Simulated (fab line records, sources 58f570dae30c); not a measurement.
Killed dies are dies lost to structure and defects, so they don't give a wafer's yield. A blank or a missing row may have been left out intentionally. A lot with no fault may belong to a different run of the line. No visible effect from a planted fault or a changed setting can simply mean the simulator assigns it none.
fab line records || flow berkeley_cmos170
record {"lots": 13, "wafers": 39, "last_day": 11}
route steps=331 shown NVT@110 PVT@121 GATE@141 NLDD@165
lots that met no fault: taken from a fault-free run of the same line
start_h: start of the lot's first displayed wafer, in hours after the record's first day || wait_h: how many hours have passed since the lot's step before this one || " identical to the entry in the row above || L1.1+2: a row that stands for several wafers || - no value, or no start was given || * or withheld: withheld || < > ~ a bound
route shown NAME@n: names a module that has steps shown in the file, with the first one's number in the route || usual: mean/standard deviation of fault-free wafers || same: alike in all rows || chamber/n: place in a boat || sites: each site's reading || _std_site: the standard deviation of these || _edge_site: mean of outer sites minus mean of inner sites || radius_mm: for every site, how far away it sits from the centre of the wafer || mask NAME#n: copy n || behind: the tool/chamber that last shaped the wafer || hold: why the lot went on hold/how many hours it stayed there/how the hold came to an end || device: transistor that didn't switch, given as n, p or np || end of line: at the end of the route, the tests of the same wafers || where a step has no rows: the recipe by itself || killed: dies that structure and defects cost at the first sort, which is not the same as the wafer's yield || map: per-die view of a wafer (x killed, . not killed, _ where there is no die)
set.NAME: the setting the step ran with; set.NAME@STEP: the setting that earlier step ran with || model.NAME: the simulator's own value behind a step, which no gauge read
the route's steps for a sample of lots (tables are steps, rows are wafers)
services: when a tool's chamber went out of use (start_h, in hours from the record's first day, below 0 if earlier), for how many hours, and the reason
## steps
# step UCB170_NVT_OVL_MEAS_06
# usual {"NVT_OVL": "3/6.4"}
{"lot.wafer": "L613.2", "tool": "overlay-02", "chamber": "-", "start_h": 107.41, "wait_h": "-", "NVT_OVL[nm]": -6}
{"lot.wafer": "L613.5", "tool": "overlay-02", "chamber": "-", "start_h": 107.41, "wait_h": "-", "NVT_OVL[nm]": -12}
{"lot.wafer": "L613.6", "tool": "overlay-02", "chamber": "-", "start_h": 107.41, "wait_h": "-", "NVT_OVL[nm]": -2}
{"lot.wafer": "L614.2", "tool": "overlay-02", "chamber": "-", "start_h": 107.69, "wait_h": "-", "NVT_OVL[nm]": 10}
{"lot.wafer": "L614.4", "tool": "overlay-02", "chamber": "-", "start_h": 107.69, "wait_h": "-", "NVT_OVL[nm]": 3}
{"lot.wafer": "L614.6", "tool": "overlay-02", "chamber": "-", "start_h": 107.69, "wait_h": "-", "NVT_OVL[nm]": 7}
{"lot.wafer": "L616.1", "tool": "overlay-02", "chamber": "-", "start_h": 112.00, "wait_h": "-", "NVT_OVL[nm]": 6}
{"lot.wafer": "L616.5", "tool": "overlay-02", "chamber": "-", "start_h": 112.00, "wait_h": "-", "NVT_OVL[nm]": 10}
{"lot.wafer": "L616.6", "tool": "overlay-02", "chamber": "-", "start_h": 112.00, "wait_h": "-", "NVT_OVL[nm]": -4}
{"lot.wafer": "L618.1", "tool": "overlay-02", "chamber": "-", "start_h": 131.02, "wait_h": "-", "NVT_OVL[nm]": -2}
{"lot.wafer": "L618.2", "tool": "overlay-02", "chamber": "-", "start_h": 131.02, "wait_h": "-", "NVT_OVL[nm]": 1}
{"lot.wafer": "L618.5", "tool": "overlay-02", "chamber": "-", "start_h": 131.02, "wait_h": "-", "NVT_OVL[nm]": -1}
{"lot.wafer": "L619.1", "tool": "overlay-02", "chamber": "-", "start_h": 131.28, "wait_h": "-", "NVT_OVL[nm]": 21}
{"lot.wafer": "L619.4", "tool": "overlay-02", "chamber": "-", "start_h": 131.28, "wait_h": "-", "NVT_OVL[nm]": 21}
{"lot.wafer": "L619.5", "tool": "overlay-02", "chamber": "-", "start_h": 131.28, "wait_h": "-", "NVT_OVL[nm]": 11}
{"lot.wafer": "L620.3", "tool": "overlay-01", "chamber": "-", "start_h": 146.24, "wait_h": "-", "NVT_OVL[nm]": 5}
{"lot.wafer": "L620.5", "tool": "overlay-01", "chamber": "-", "start_h": 146.24, "wait_h": "-", "NVT_OVL[nm]": -1}
{"lot.wafer": "L620.6", "tool": "overlay-01", "chamber": "-", "start_h": 146.24, "wait_h": "-", "NVT_OVL[nm]": 14}
{"lot.wafer": "L622.3", "tool": "overlay-02", "chamber": "-", "start_h": 156.13, "wait_h": "-", "NVT_OVL[nm]": 5}
{"lot.wafer": "L622.4", "tool": "overlay-02", "chamber": "-", "start_h": 156.13, "wait_h": "-", "NVT_OVL[nm]": 7}
{"lot.wafer": "L622.5", "tool": "overlay-02", "chamber": "-", "start_h": 156.13, "wait_h": "-", "NVT_OVL[nm]": 10}
{"lot.wafer": "L625.1", "tool": "overlay-02", "chamber": "-", "start_h": 179.61, "wait_h": "-", "NVT_OVL[nm]": 5}
{"lot.wafer": "L625.3", "tool": "overlay-02", "chamber": "-", "start_h": 179.61, "wait_h": "-", "NVT_OVL[nm]": 0}
{"lot.wafer": "L625.5", "tool": "overlay-02", "chamber": "-", "start_h": 179.61, "wait_h": "-", "NVT_OVL[nm]": 17}
{"lot.wafer": "L627.1", "tool": "overlay-01", "chamber": "-", "start_h": 179.73, "wait_h": "-", "NVT_OVL[nm]": 10}
{"lot.wafer": "L627.4", "tool": "overlay-01", "chamber": "-", "start_h": 179.73, "wait_h": "-", "NVT_OVL[nm]": 12}
{"lot.wafer": "L627.6", "tool": "overlay-01", "chamber": "-", "start_h": 179.73, "wait_h": "-", "NVT_OVL[nm]": 1}
{"lot.wafer": "L630.2", "tool": "overlay-02", "chamber": "-", "start_h": 191.61, "wait_h": "-", "NVT_OVL[nm]": 5}
{"lot.wafer": "L630.5", "tool": "overlay-02", "chamber": "-", "start_h": 191.61, "wait_h": "-", "NVT_OVL[nm]": -1}
{"lot.wafer": "L630.6", "tool": "overlay-02", "chamber": "-", "start_h": 191.61, "wait_h": "-", "NVT_OVL[nm]": 1}
{"lot.wafer": "L631.1", "tool": "overlay-02", "chamber": "-", "start_h": 197.18, "wait_h": "-", "NVT_OVL[nm]": -5}
{"lot.wafer": "L631.4", "tool": "overlay-02", "chamber": "-", "start_h": 197.18, "wait_h": "-", "NVT_OVL[nm]": 4}
{"lot.wafer": "L631.5", "tool": "overlay-02", "chamber": "-", "start_h": 197.18, "wait_h": "-", "NVT_OVL[nm]": -1}
{"lot.wafer": "L633.3", "tool": "overlay-01", "chamber": "-", "start_h": 216.17, "wait_h": "-", "NVT_OVL[nm]": 11}
{"lot.wafer": "L633.5", "tool": "overlay-01", "chamber": "-", "start_h": 216.17, "wait_h": "-", "NVT_OVL[nm]": 16}
{"lot.wafer": "L633.6", "tool": "overlay-01", "chamber": "-", "start_h": 216.17, "wait_h": "-", "NVT_OVL[nm]": -1}
{"lot.wafer": "L635.3", "tool": "overlay-01", "chamber": "-", "start_h": 216.53, "wait_h": "-", "NVT_OVL[nm]": 0}
{"lot.wafer": "L635.4", "tool": "overlay-01", "chamber": "-", "start_h": 216.53, "wait_h": "-", "NVT_OVL[nm]": 3}
{"lot.wafer": "L635.5", "tool": "overlay-01", "chamber": "-", "start_h": 216.53, "wait_h": "-", "NVT_OVL[nm]": 4}
# step UCB170_PVT_OVL_MEAS_06
# usual {"PVT_OVL": "2/5.5"}
{"lot.wafer": "L613.2", "tool": "overlay-02", "chamber": "-", "start_h": 109.97, "wait_h": "-", "PVT_OVL[nm]": 5}
{"lot.wafer": "L613.5", "tool": "overlay-02", "chamber": "-", "start_h": 109.97, "wait_h": "-", "PVT_OVL[nm]": -5}
{"lot.wafer": "L613.6", "tool": "overlay-02", "chamber": "-", "start_h": 109.97, "wait_h": "-", "PVT_OVL[nm]": -3}
{"lot.wafer": "L614.2", "tool": "overlay-02", "chamber": "-", "start_h": 110.09, "wait_h": "-", "PVT_OVL[nm]": -2}
{"lot.wafer": "L614.4", "tool": "overlay-02", "chamber": "-", "start_h": 110.09, "wait_h": "-", "PVT_OVL[nm]": -4}
{"lot.wafer": "L614.6", "tool": "overlay-02", "chamber": "-", "start_h": 110.09, "wait_h": "-", "PVT_OVL[nm]": 6}
{"lot.wafer": "L616.1", "tool": "overlay-02", "chamber": "-", "start_h": 113.72, "wait_h": "-", "PVT_OVL[nm]": 7}
{"lot.wafer": "L616.5", "tool": "overlay-02", "chamber": "-", "start_h": 113.72, "wait_h": "-", "PVT_OVL[nm]": 11}
{"lot.wafer": "L616.6", "tool": "overlay-02", "chamber": "-", "start_h": 113.72, "wait_h": "-", "PVT_OVL[nm]": 7}
{"lot.wafer": "L619.1", "tool": "overlay-02", "chamber": "-", "start_h": 134.12, "wait_h": "-", "PVT_OVL[nm]": 3}
{"lot.wafer": "L619.4", "tool": "overlay-02", "chamber": "-", "start_h": 134.12, "wait_h": "-", "PVT_OVL[nm]": 2}
{"lot.wafer": "L619.5", "tool": "overlay-02", "chamber": "-", "start_h": 134.12, "wait_h": "-", "PVT_OVL[nm]": -1}
{"lot.wafer": "L618.1", "tool": "overlay-02", "chamber": "-", "start_h": 134.23, "wait_h": "-", "PVT_OVL[nm]": 3}
{"lot.wafer": "L618.2", "tool": "overlay-02", "chamber": "-", "start_h": 134.23, "wait_h": "-", "PVT_OVL[nm]": 1}
{"lot.wafer": "L618.5", "tool": "overlay-02", "chamber": "-", "start_h": 134.23, "wait_h": "-", "PVT_OVL[nm]": -7}
{"lot.wafer": "L620.3", "tool": "overlay-02", "chamber": "-", "start_h": 148.59, "wait_h": "-", "PVT_OVL[nm]": 0}
{"lot.wafer": "L620.5", "tool": "overlay-02", "chamber": "-", "start_h": 148.59, "wait_h": "-", "PVT_OVL[nm]": 5}
{"lot.wafer": "L620.6", "tool": "overlay-02", "chamber": "-", "start_h": 148.59, "wait_h": "-", "PVT_OVL[nm]": 4}
{"lot.wafer": "L622.3", "tool": "overlay-01", "chamber": "-", "start_h": 160.29, "wait_h": "-", "PVT_OVL[nm]": 8}
{"lot.wafer": "L622.4", "tool": "overlay-01", "chamber": "-", "start_h": 160.29, "wait_h": "-", "PVT_OVL[nm]": -4}
{"lot.wafer": "L622.5", "tool": "overlay-01", "chamber": "-", "start_h": 160.29, "wait_h": "-", "PVT_OVL[nm]": -4}
{"lot.wafer": "L625.1", "tool": "overlay-01", "chamber": "-", "start_h": 181.14, "wait_h": "-", "PVT_OVL[nm]": 1}
{"lot.wafer": "L625.3", "tool": "overlay-01", "chamber": "-", "start_h": 181.14, "wait_h": "-", "PVT_OVL[nm]": 3}
{"lot.wafer": "L625.5", "tool": "overlay-01", "chamber": "-", "start_h": 181.14, "wait_h": "-", "PVT_OVL[nm]": 3}
{"lot.wafer": "L627.1", "tool": "overlay-02", "chamber": "-", "start_h": 181.68, "wait_h": "-", "PVT_OVL[nm]": 2}
{"lot.wafer": "L627.4", "tool": "overlay-02", "chamber": "-", "start_h": 181.68, "wait_h": "-", "PVT_OVL[nm]": -7}
{"lot.wafer": "L627.6", "tool": "overlay-02", "chamber": "-", "start_h": 181.68, "wait_h": "-", "PVT_OVL[nm]": 4}
{"lot.wafer": "L630.2", "tool": "overlay-02", "chamber": "-", "start_h": 196.07, "wait_h": "-", "PVT_OVL[nm]": -2}
{"lot.wafer": "L630.5", "tool": "overlay-02", "chamber": "-", "start_h": 196.07, "wait_h": "-", "PVT_OVL[nm]": -1}
{"lot.wafer": "L630.6", "tool": "overlay-02", "chamber": "-", "start_h": 196.07, "wait_h": "-", "PVT_OVL[nm]": 1}
{"lot.wafer": "L631.1", "tool": "overlay-01", "chamber": "-", "start_h": 200.05, "wait_h": "-", "PVT_OVL[nm]": 14}
{"lot.wafer": "L631.4", "tool": "overlay-01", "chamber": "-", "start_h": 200.05, "wait_h": "-", "PVT_OVL[nm]": 14}
{"lot.wafer": "L631.5", "tool": "overlay-01", "chamber": "-", "start_h": 200.05, "wait_h": "-", "PVT_OVL[nm]": 4}
{"lot.wafer": "L633.3", "tool": "overlay-01", "chamber": "-", "start_h": 219.14, "wait_h": "-", "PVT_OVL[nm]": 5}
{"lot.wafer": "L633.5", "tool": "overlay-01", "chamber": "-", "start_h": 219.14, "wait_h": "-", "PVT_OVL[nm]": 13}
{"lot.wafer": "L633.6", "tool": "overlay-01", "chamber": "-", "start_h": 219.14, "wait_h": "-", "PVT_OVL[nm]": 8}
{"lot.wafer": "L635.3", "tool": "overlay-02", "chamber": "-", "start_h": 219.75, "wait_h": "-", "PVT_OVL[nm]": 10}
{"lot.wafer": "L635.4", "tool": "overlay-02", "chamber": "-", "start_h": 219.75, "wait_h": "-", "PVT_OVL[nm]": 7}
{"lot.wafer": "L635.5", "tool": "overlay-02", "chamber": "-", "start_h": 219.75, "wait_h": "-", "PVT_OVL[nm]": 5}
# step UCB170_GATE_ETCH_15
# recipe {"chemistry": "HBr/Cl2", "target": "poly-Si", "stop_on": "SiO2", "over_etch_frac": 0.3, "icp_w": 300, "bias_w": 150, "time_s": 56.3, "pressure_mtorr": 15, "HBr_flow_sccm": 150, "Cl2_flow_sccm": 50, "target_depth_a": 2782}
# usual {"drypump_motor_current_A": "6.1/0.39", "oes_product_au": "0.831/0.013", "throttle_valve_pct": "26.38/0.17"}
# same {"over_etch_frac": 0.3}
{"lot.wafer": "L614.2", "tool": "rie_si-01", "chamber": 1, "start_h": 124.54, "wait_h": "-", "drypump_motor_current_A": 6.3, "oes_product_au": 0.819, "rf_hours_counter_h": 1, "throttle_valve_pct": 26.12}
{"lot.wafer": "L614.4", "tool": "rie_si-01", "chamber": 3, "start_h": 124.54, "wait_h": "-", "drypump_motor_current_A": 5.9, "oes_product_au": 0.849, "rf_hours_counter_h": 1, "throttle_valve_pct": 26.61}
{"lot.wafer": "L614.6", "tool": "rie_si-01", "chamber": 3, "start_h": 124.54, "wait_h": "-", "drypump_motor_current_A": 5.9, "oes_product_au": 0.833, "rf_hours_counter_h": "-", "throttle_valve_pct": 26.60}
{"lot.wafer": "L616.1", "tool": "rie_si-02", "chamber": 0, "start_h": 124.96, "wait_h": "-", "drypump_motor_current_A": 6.4, "oes_product_au": 0.823, "rf_hours_counter_h": 1, "throttle_valve_pct": 26.50}
{"lot.wafer": "L616.5", "tool": "rie_si-02", "chamber": 1, "start_h": 124.96, "wait_h": "-", "drypump_motor_current_A": 6.8, "oes_product_au": 0.844, "rf_hours_counter_h": "-", "throttle_valve_pct": 26.13}
{"lot.wafer": "L616.6", "tool": "rie_si-02", "chamber": 2, "start_h": 124.96, "wait_h": "-", "drypump_motor_current_A": 6.2, "oes_product_au": 0.835, "rf_hours_counter_h": "-", "throttle_valve_pct": 26.36}
{"lot.wafer": "L613.2", "tool": "rie_si-02", "chamber": 2, "start_h": 125.26, "wait_h": "-", "drypump_motor_current_A": 6.2, "oes_product_au": 0.824, "rf_hours_counter_h": 101, "throttle_valve_pct": 26.36}
{"lot.wafer": "L613.5", "tool": "rie_si-02", "chamber": 0, "start_h": 125.26, "wait_h": "-", "drypump_motor_current_A": 6.4, "oes_product_au": 0.818, "rf_hours_counter_h": "-", "throttle_valve_pct": 26.50}
{"lot.wafer": "L613.6", "tool": "rie_si-02", "chamber": 1, "start_h": 125.26, "wait_h": "-", "drypump_motor_current_A": 6.8, "oes_product_au": 0.858, "rf_hours_counter_h": "-", "throttle_valve_pct": 26.13}
{"lot.wafer": "L618.1", "tool": "rie_si-02", "chamber": 3, "start_h": 147.82, "wait_h": "-", "drypump_motor_current_A": 5.4, "oes_product_au": 0.825, "rf_hours_counter_h": 90, "throttle_valve_pct": 26.44}
{"lot.wafer": "L618.2", "tool": "rie_si-02", "chamber": 0, "start_h": 147.82, "wait_h": "-", "drypump_motor_current_A": 6.4, "oes_product_au": 0.817, "rf_hours_counter_h": 1, "throttle_valve_pct": 26.51}
{"lot.wafer": "L618.5", "tool": "rie_si-02", "chamber": 1, "start_h": 147.82, "wait_h": "-", "drypump_motor_current_A": 6.8, "oes_product_au": 0.844, "rf_hours_counter_h": "-", "throttle_valve_pct": 26.14}
{"lot.wafer": "L619.1", "tool": "rie_si-01", "chamber": 3, "start_h": 148.10, "wait_h": "-", "drypump_motor_current_A": 5.9, "oes_product_au": 0.837, "rf_hours_counter_h": 1, "throttle_valve_pct": 26.60}
{"lot.wafer": "L619.4", "tool": "rie_si-01", "chamber": 1, "start_h": 148.10, "wait_h": "-", "drypump_motor_current_A": 6.3, "oes_product_au": 0.810, "rf_hours_counter_h": 2, "throttle_valve_pct": 26.14}
{"lot.wafer": "L619.5", "tool": "rie_si-01", "chamber": 3, "start_h": 148.10, "wait_h": "-", "drypump_motor_current_A": 5.9, "oes_product_au": 0.828, "rf_hours_counter_h": "-", "throttle_valve_pct": 26.61}
{"lot.wafer": "L620.3", "tool": "rie_si-02", "chamber": 1, "start_h": 161.47, "wait_h": "-", "drypump_motor_current_A": 6.8, "oes_product_au": 0.840, "rf_hours_counter_h": 35, "throttle_valve_pct": 26.13}
{"lot.wafer": "L620.5", "tool": "rie_si-02", "chamber": 0, "start_h": 161.47, "wait_h": "-", "drypump_motor_current_A": 6.4, "oes_product_au": 0.810, "rf_hours_counter_h": "-", "throttle_valve_pct": 26.49}
{"lot.wafer": "L620.6", "tool": "rie_si-02", "chamber": 3, "start_h": 161.47, "wait_h": "-", "drypump_motor_current_A": 5.4, "oes_product_au": 0.814, "rf_hours_counter_h": "-", "throttle_valve_pct": 26.42}
{"lot.wafer": "L622.3", "tool": "rie_si-02", "chamber": 3, "start_h": 174.10, "wait_h": "-", "drypump_motor_current_A": 5.4, "oes_product_au": 0.825, "rf_hours_counter_h": 90, "throttle_valve_pct": 26.43}
{"lot.wafer": "L622.4", "tool": "rie_si-02", "chamber": 0, "start_h": 174.10, "wait_h": "-", "drypump_motor_current_A": 6.4, "oes_product_au": 0.818, "rf_hours_counter_h": 1, "throttle_valve_pct": 26.51}
{"lot.wafer": "L622.5", "tool": "rie_si-02", "chamber": 2, "start_h": 174.10, "wait_h": "-", "drypump_motor_current_A": 6.2, "oes_product_au": 0.827, "rf_hours_counter_h": "-", "throttle_valve_pct": 26.35}
{"lot.wafer": "L625.1", "tool": "rie_si-01", "chamber": 3, "start_h": 194.07, "wait_h": "-", "drypump_motor_current_A": 5.9, "oes_product_au": 0.838, "rf_hours_counter_h": 1, "throttle_valve_pct": 26.61}
{"lot.wafer": "L625.3", "tool": "rie_si-01", "chamber": 1, "start_h": 194.07, "wait_h": "-", "drypump_motor_current_A": 6.3, "oes_product_au": 0.813, "rf_hours_counter_h": 2, "throttle_valve_pct": 26.13}
{"lot.wafer": "L625.5", "tool": "rie_si-01", "chamber": 0, "start_h": 194.07, "wait_h": "-", "drypump_motor_current_A": 6.1, "oes_product_au": 0.850, "rf_hours_counter_h": "-", "throttle_valve_pct": 26.29}
{"lot.wafer": "L627.1", "tool": "rie_si-02", "chamber": 3, "start_h": 194.19, "wait_h": "-", "drypump_motor_current_A": 5.4, "oes_product_au": 0.795, "rf_hours_counter_h": 90, "throttle_valve_pct": 26.45}
{"lot.wafer": "L627.4", "tool": "rie_si-02", "chamber": 1, "start_h": 194.19, "wait_h": "-", "drypump_motor_current_A": 6.7, "oes_product_au": 0.795, "rf_hours_counter_h": 35, "throttle_valve_pct": 26.14}
{"lot.wafer": "L627.6", "tool": "rie_si-02", "chamber": 2, "start_h": 194.19, "wait_h": "-", "drypump_motor_current_A": 6.2, "oes_product_au": 0.790, "rf_hours_counter_h": "-", "throttle_valve_pct": 26.35}
{"lot.wafer": "L630.2", "tool": "rie_si-01", "chamber": 3, "start_h": 208.25, "wait_h": "-", "drypump_motor_current_A": 5.9, "oes_product_au": 0.835, "rf_hours_counter_h": 1, "throttle_valve_pct": 26.62}
{"lot.wafer": "L630.5", "tool": "rie_si-01", "chamber": 1, "start_h": 208.25, "wait_h": "-", "drypump_motor_current_A": 6.3, "oes_product_au": 0.826, "rf_hours_counter_h": "-", "throttle_valve_pct": 26.12}
{"lot.wafer": "L630.6", "tool": "rie_si-01", "chamber": 2, "start_h": 208.25, "wait_h": "-", "drypump_motor_current_A": 5.8, "oes_product_au": 0.839, "rf_hours_counter_h": "-", "throttle_valve_pct": 26.57}
{"lot.wafer": "L631.1", "tool": "rie_si-01", "chamber": 2, "start_h": 214.23, "wait_h": "-", "drypump_motor_current_A": 5.8, "oes_product_au": 0.842, "rf_hours_counter_h": 104, "throttle_valve_pct": 26.57}
{"lot.wafer": "L631.4", "tool": "rie_si-01", "chamber": 3, "start_h": 214.23, "wait_h": "-", "drypump_motor_current_A": 5.9, "oes_product_au": 0.833, "rf_hours_counter_h": 1, "throttle_valve_pct": 26.61}
{"lot.wafer": "L631.5", "tool": "rie_si-01", "chamber": 3, "start_h": 214.23, "wait_h": "-", "drypump_motor_current_A": 5.9, "oes_product_au": 0.835, "rf_hours_counter_h": "-", "throttle_valve_pct": 26.61}
{"lot.wafer": "L633.3", "tool": "rie_si-01", "chamber": 3, "start_h": 234.45, "wait_h": "-", "drypump_motor_current_A": 5.9, "oes_product_au": 0.829, "rf_hours_counter_h": 1, "throttle_valve_pct": 26.60}
{"lot.wafer": "L633.5", "tool": "rie_si-01", "chamber": 0, "start_h": 234.45, "wait_h": "-", "drypump_motor_current_A": 6.1, "oes_product_au": 0.852, "rf_hours_counter_h": "-", "throttle_valve_pct": 26.28}
{"lot.wafer": "L633.6", "tool": "rie_si-01", "chamber": 3, "start_h": 234.45, "wait_h": "-", "drypump_motor_current_A": 5.9, "oes_product_au": 0.846, "rf_hours_counter_h": "-", "throttle_valve_pct": 26.62}
{"lot.wafer": "L635.3", "tool": "rie_si-01", "chamber": 1, "start_h": 234.63, "wait_h": "-", "drypump_motor_current_A": 6.3, "oes_product_au": 0.823, "rf_hours_counter_h": 2, "throttle_valve_pct": 26.14}
{"lot.wafer": "L635.4", "tool": "rie_si-01", "chamber": 0, "start_h": 234.63, "wait_h": "-", "drypump_motor_current_A": 6.1, "oes_product_au": 0.839, "rf_hours_counter_h": 100, "throttle_valve_pct": 26.29}
{"lot.wafer": "L635.5", "tool": "rie_si-01", "chamber": 0, "start_h": 234.63, "wait_h": "-", "drypump_motor_current_A": 6.1, "oes_product_au": 0.853, "rf_hours_counter_h": "-", "throttle_valve_pct": 26.28}
# step UCB170_NLDD_OVL_MEAS_07
# usual {"NLDD_OVL": "4/4.5"}
{"lot.wafer": "L614.2", "tool": "overlay-02", "chamber": "-", "start_h": 130.02, "wait_h": 0.1, "NLDD_OVL[nm]": 5}
{"lot.wafer": "L614.4", "tool": "overlay-02", "chamber": "-", "start_h": 130.02, "wait_h": 0.1, "NLDD_OVL[nm]": 7}
{"lot.wafer": "L614.6", "tool": "overlay-02", "chamber": "-", "start_h": 130.02, "wait_h": 0.1, "NLDD_OVL[nm]": 8}
{"lot.wafer": "L616.1", "tool": "overlay-02", "chamber": "-", "start_h": 130.23, "wait_h": 0.1, "NLDD_OVL[nm]": -2}
{"lot.wafer": "L616.5", "tool": "overlay-02", "chamber": "-", "start_h": 130.23, "wait_h": 0.1, "NLDD_OVL[nm]": -2}
{"lot.wafer": "L616.6", "tool": "overlay-02", "chamber": "-", "start_h": 130.23, "wait_h": 0.1, "NLDD_OVL[nm]": 2}
{"lot.wafer": "L613.2", "tool": "overlay-02", "chamber": "-", "start_h": 130.89, "wait_h": 0.1, "NLDD_OVL[nm]": 6}
{"lot.wafer": "L613.5", "tool": "overlay-02", "chamber": "-", "start_h": 130.89, "wait_h": 0.1, "NLDD_OVL[nm]": 1}
{"lot.wafer": "L613.6", "tool": "overlay-02", "chamber": "-", "start_h": 130.89, "wait_h": 0.1, "NLDD_OVL[nm]": 0}
{"lot.wafer": "L618.1", "tool": "overlay-02", "chamber": "-", "start_h": 151.63, "wait_h": 0.1, "NLDD_OVL[nm]": 11}
{"lot.wafer": "L618.2", "tool": "overlay-02", "chamber": "-", "start_h": 151.63, "wait_h": 0.1, "NLDD_OVL[nm]": 7}
{"lot.wafer": "L618.5", "tool": "overlay-02", "chamber": "-", "start_h": 151.63, "wait_h": 0.1, "NLDD_OVL[nm]": 2}
{"lot.wafer": "L619.1", "tool": "overlay-01", "chamber": "-", "start_h": 151.96, "wait_h": 0.1, "NLDD_OVL[nm]": 0}
{"lot.wafer": "L619.4", "tool": "overlay-01", "chamber": "-", "start_h": 151.96, "wait_h": 0.1, "NLDD_OVL[nm]": -3}
{"lot.wafer": "L619.5", "tool": "overlay-01", "chamber": "-", "start_h": 151.96, "wait_h": 0.1, "NLDD_OVL[nm]": 0}
{"lot.wafer": "L620.3", "tool": "overlay-01", "chamber": "-", "start_h": 167.47, "wait_h": 0.1, "NLDD_OVL[nm]": 6}
{"lot.wafer": "L620.5", "tool": "overlay-01", "chamber": "-", "start_h": 167.47, "wait_h": 0.1, "NLDD_OVL[nm]": 1}
{"lot.wafer": "L620.6", "tool": "overlay-01", "chamber": "-", "start_h": 167.47, "wait_h": 0.1, "NLDD_OVL[nm]": -2}
{"lot.wafer": "L622.3", "tool": "overlay-02", "chamber": "-", "start_h": 177.40, "wait_h": 0.1, "NLDD_OVL[nm]": 2}
{"lot.wafer": "L622.4", "tool": "overlay-02", "chamber": "-", "start_h": 177.40, "wait_h": 0.1, "NLDD_OVL[nm]": -8}
{"lot.wafer": "L622.5", "tool": "overlay-02", "chamber": "-", "start_h": 177.40, "wait_h": 0.1, "NLDD_OVL[nm]": 3}
{"lot.wafer": "L625.1", "tool": "overlay-01", "chamber": "-", "start_h": 197.96, "wait_h": 0.1, "NLDD_OVL[nm]": -7}
{"lot.wafer": "L625.3", "tool": "overlay-01", "chamber": "-", "start_h": 197.96, "wait_h": 0.1, "NLDD_OVL[nm]": -1}
{"lot.wafer": "L625.5", "tool": "overlay-01", "chamber": "-", "start_h": 197.96, "wait_h": 0.1, "NLDD_OVL[nm]": -1}
{"lot.wafer": "L630.2", "tool": "overlay-01", "chamber": "-", "start_h": 211.73, "wait_h": 0.1, "NLDD_OVL[nm]": 2}
{"lot.wafer": "L630.5", "tool": "overlay-01", "chamber": "-", "start_h": 211.73, "wait_h": 0.1, "NLDD_OVL[nm]": 3}
{"lot.wafer": "L630.6", "tool": "overlay-01", "chamber": "-", "start_h": 211.73, "wait_h": 0.1, "NLDD_OVL[nm]": 7}
{"lot.wafer": "L631.1", "tool": "overlay-02", "chamber": "-", "start_h": 219.17, "wait_h": 0.1, "NLDD_OVL[nm]": -5}
{"lot.wafer": "L631.4", "tool": "overlay-02", "chamber": "-", "start_h": 219.17, "wait_h": 0.1, "NLDD_OVL[nm]": 6}
{"lot.wafer": "L631.5", "tool": "overlay-02", "chamber": "-", "start_h": 219.17, "wait_h": 0.1, "NLDD_OVL[nm]": -1}
{"lot.wafer": "L633.3", "tool": "overlay-02", "chamber": "-", "start_h": 238.16, "wait_h": 0.1, "NLDD_OVL[nm]": 2}
{"lot.wafer": "L633.5", "tool": "overlay-02", "chamber": "-", "start_h": 238.16, "wait_h": 0.1, "NLDD_OVL[nm]": -3}
{"lot.wafer": "L633.6", "tool": "overlay-02", "chamber": "-", "start_h": 238.16, "wait_h": 0.1, "NLDD_OVL[nm]": -2}
{"lot.wafer": "L635.3", "tool": "overlay-02", "chamber": "-", "start_h": 238.43, "wait_h": 0.1, "NLDD_OVL[nm]": -1}
{"lot.wafer": "L635.4", "tool": "overlay-02", "chamber": "-", "start_h": 238.43, "wait_h": 0.1, "NLDD_OVL[nm]": 6}
{"lot.wafer": "L635.5", "tool": "overlay-02", "chamber": "-", "start_h": 238.43, "wait_h": 0.1, "NLDD_OVL[nm]": 2}
## services
{"tool": "rie_si-01", "chamber": 1, "start_h": 127.55, "hours": 9.0, "kind": "repair"}
{"tool": "rie_si-01", "chamber": 3, "start_h": 225.15, "hours": 1.0, "kind": "repair"}
## key
first_sign {"step": "UCB170_GATE_ETCH_15", "reading": "oes_product_au", "direction": "down", "sigmas": 2.9, "usual": 0.831, "struck": 0.794}
effect none on later readings
met_at UCB170_GATE_ETCH_15
struck_lots L627
later_rows_left_out L627.1,L627.4,L627.6
sort_left_out L627.1,L627.4,L627.6
tester_left_out L627
not_acting_at UCB170_NVT_OVL_MEAS_06,UCB170_PVT_OVL_MEAS_06,UCB170_NLDD_OVL_MEAS_07
onset_between 174.10 194.19
fault {"kind": "process_parameter_drift", "tool": "rie_si-02", "chamber": "-", "onset_h": 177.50, "steps": "UCB170_GATE_ETCH_15", "channel": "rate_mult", "offset": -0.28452, "shape": "step", "end_h": 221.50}
# tester_left_out: of these lots the tester's yield and bins aren't shown, on N5 and GAA mostly nor the transistor test; their killed dies are dies lost to structure and defects alone, not to doping, threshold or leakage, so they don't give the yield
# sort_left_out: the simulated sort isn't trusted on such a fault, so these wafers' sort isn't shown, and their yield isn't known
# later_rows_left_out: the simulator's readings of these wafers behind a module that went badly wrong aren't trusted and aren't shown, but for the sort
